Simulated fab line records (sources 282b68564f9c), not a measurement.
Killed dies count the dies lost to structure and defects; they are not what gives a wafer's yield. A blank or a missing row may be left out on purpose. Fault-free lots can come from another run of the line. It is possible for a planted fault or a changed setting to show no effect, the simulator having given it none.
A struck lot beside a sound one    flow ritCmos    27 out of 202 route steps
Sound: wafers L109.2, L109.4, L109.5. The struck wafers were L110.1, L110.4, L110.6. The cause is given at the end.
Order at every step that has rows: each side's tool, ch and its chambers, its first start. Under that, the readings that differ: sound wafers    struck wafers    difference of the means    sigmas: that difference in standard deviations of wafers without a fault.
alike: words and numbers the same on both sides, and readings whose means are apart by under 2 such deviations; not compared: readings that were withheld, readings missing a value for some wafer, numbers with overlapping values and no deviation given by the record, and bounds like >300 which may hide the same value.
The two part at a step that has a row with sigmas, a row that says differs or no value, or rows on one side only. Numbers that have no deviation but don't overlap get no sigmas and don't part them. Lack of a reading on every wafer of one side parts them only where that side has two or more wafers.

RIT_ACTIVE_BOW_MEAS_00:
  struck on filmMetro-02, day 2 01:00; sound on filmMetro-04, day 1 20:01
  alike: INCOMING_BOW
RIT_ACTIVE_OXIDATION_01: target thk 46.8 nm, ox time 3360 s.
  sound on furnace-04 ch 0, day 1 20:55; struck on furnace-04 ch 0, day 2 02:58
reading                                       sound             struck             difference  sigmas
model.SiO2_of_ACTIVE_OXIDATION_01.thkNm (nm)  45.83 46.1 45.64  51.14 51.44 51.15  +5.39       
RIT_ACTIVE_THK_MEAS_02:
  struck on filmMetro-04, day 2 05:13; sound on filmMetro-01, day 1 22:52
reading                sound           struck          difference  sigmas
ACTIVE_OXIDE_THK (nm)  45.8 46.0 45.6  51.1 51.4 51.2  +5.4        +5
  not compared: hold
RIT_ACTIVE_THK_MEAS_04:
  struck on filmMetro-04, day 2 09:33; sound on filmMetro-04, day 2 00:20
  alike: ACTIVE_NITRIDE_THK
then, 6 steps without rows for these wafers: RIT_ACTIVE_HMDS_05 (prime time 60 s); RIT_ACTIVE_COAT_06 (resist thk 1008 nm); RIT_ACTIVE_SOFTBAKE_07 (time 60 s); RIT_ACTIVE_EXPOSE_08 (exposes mask M1, target cd 1400 nm); RIT_ACTIVE_PEB_09; RIT_ACTIVE_DEVELOP_10 (develop time 50 s).
RIT_ACTIVE_CD_MEAS_11 targets a cd of 1400 nm.
  struck on cdSem-01, day 2 10:28; sound on cdSem-01, day 2 01:23
  alike: cdNm
then, 1 step without rows for these wafers: RIT_ACTIVE_HARDBAKE_12 (time 60 s).
RIT_ACTIVE_ETCH_13: etches Si3N4 in SF6, stops on SiO2, time 210 s, target depth 210 nm.
  sound on rieDiel-03 ch 2,3, day 2 01:38; struck on rieDiel-04 ch 1,3, day 2 10:55
reading                   sound        struck       difference  sigmas
drypumpMotorCurrentA (A)  6.5 6.6 6.6  5.2 5.2 5.2  -1.4        -3
  alike: oesProductAu, throttleValvePct
  not compared: rfHoursCounterH
RIT_ACTIVE_STRIP_14: strips in O2, time 180 s.
  sound on plasmaAsher-03 ch 0,1, day 2 01:46; struck on plasmaAsher-04 ch 0,1, day 2 11:04
  alike: drypumpMotorCurrentA
  not compared: rfHoursCounterH
RIT_ACTIVE_CD_MEAS_90 targets a cd of 1400 nm.
  struck on cdSem-01, day 2 11:14; sound on cdSem-02, day 2 01:58
  alike: cdNm
then, 4 steps without rows for these wafers: RIT_ACTIVE_CLEAN_15 (cleans in SC1, time 600 s); RIT_ACTIVE_CLEAN_16 (cleans in dHF, time 30 s); RIT_ACTIVE_CLEAN_17 (cleans in SC2, time 600 s); RIT_FOX1_OXIDATION_00 (target thk 350.7 nm, ox time 1130 s).
RIT_FOX1_THK_MEAS_01:
  struck on filmMetro-01, day 2 13:40; sound on filmMetro-03, day 2 03:45
  alike: FOX1_OXIDE_THK
then, 2 steps without rows for these wafers: RIT_FOX1_WET_ETCH_02 (etches SiO2 in BOE, target depth 350 nm, time 390 s); RIT_FOX2_OXIDATION_00 (target thk 350.7 nm, ox time 1169 s).
RIT_FOX2_THK_MEAS_01:
  struck on filmMetro-01, day 2 15:55; sound on filmMetro-03, day 2 05:14
  alike: FOX2_OXIDE_THK
then, 1 step without rows for these wafers: RIT_FOX2_CLEAN_02 (cleans in dHF, time 180 s).
RIT_FOX2_WET_ETCH_03: etches Si3N4 in H3PO4, target depth 195 nm, time 2700 s.
  sound on wetBench-02 ch 0, day 2 05:21; struck on wetBench-04 ch 0, day 2 17:20
reading                                       sound            struck             difference  sigmas
model.SiO2_of_ACTIVE_OXIDATION_01.thkNm (nm)  37.18 37.9 37.5  40.82 45.56 40.83  +4.88       
  alike: bathHeatDutyPct
RIT_FOX2_THK_MEAS_90:
  struck on filmMetro-04, day 2 18:05; sound on filmMetro-03, day 2 06:07
  alike: FIELD_OXIDE_LEFT_1_THK
RIT_M1_PROBE_99:
  struck on prober-01, day 4 13:58; sound on prober-02, day 3 21:16
  alike: killed_at_M0_to_M3, killedAtFrontEnd, killedDies, killedOnRim, killedOpen, killedShort

WHERE THEY PART
Earliest at RIT_ACTIVE_THK_MEAS_02; latest, in this record, at RIT_ACTIVE_ETCH_13. Later steps at which nothing parts them and some readings are alike: RIT_ACTIVE_STRIP_14, RIT_ACTIVE_CD_MEAS_90, RIT_FOX1_THK_MEAS_01, RIT_FOX2_THK_MEAS_01, RIT_FOX2_WET_ETCH_03, RIT_FOX2_THK_MEAS_90, RIT_M1_PROBE_99.

WHY: whatever the simulator had introduced
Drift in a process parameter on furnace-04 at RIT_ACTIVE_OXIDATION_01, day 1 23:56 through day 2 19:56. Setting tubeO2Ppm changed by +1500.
